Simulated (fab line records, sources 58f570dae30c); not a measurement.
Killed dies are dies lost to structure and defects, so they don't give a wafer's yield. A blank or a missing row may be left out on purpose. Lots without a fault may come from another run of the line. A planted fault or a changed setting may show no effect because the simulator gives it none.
Which tool did it? | flow berkeley_cmos170 | 7 lots, 21 wafers sampled, at 1 step of a route of 331

WHAT THE GAUGES READ, wafer by wafer
UCB170_PVT_OVL_MEAS_06.
lot  | measured     | on         | PVT_OVL (nm)
L429 | day 6 14:47  | overlay-02 | 2 -5 -5
L431 | day 7 11:09  | overlay-01 | 4 14 5
L435 | day 8 05:29  | overlay-02 | -6 2 -1
L439 | day 8 15:11  | overlay-02 | 2 6 4
L443 | day 9 12:49  | overlay-01 | -2 2 0
L450 | day 11 06:03 | overlay-02 | 5 -3 4
L448 | day 11 06:25 | overlay-01 | -12 -3 -3

WHICH TOOL RAN EACH LOT (tool, then ch and the chambers of the sampled wafers, then the start)
The record holds no process step before these readings.

THE ANSWER, worked out from the rows above alone
Rule: what is usual is taken from the lots themselves. Put in order of their means at a reading, lots are off if they are a third of the lots or fewer, leave a main group of 4 or more, and stand apart from it by a gap of 3 or more times the standard deviation of the main group's means; of several such gaps the widest counts. A main group whose means are all the same, to the digits that the tables above print for the reading, isn't used. A lot without any number at a reading at which 4 lots or more have one is off too. The other lots that the step has rows for count as sound.
No lot is off at any reading shown: from this, nothing can be told.

WHAT THE SIMULATOR HAD PUT IN
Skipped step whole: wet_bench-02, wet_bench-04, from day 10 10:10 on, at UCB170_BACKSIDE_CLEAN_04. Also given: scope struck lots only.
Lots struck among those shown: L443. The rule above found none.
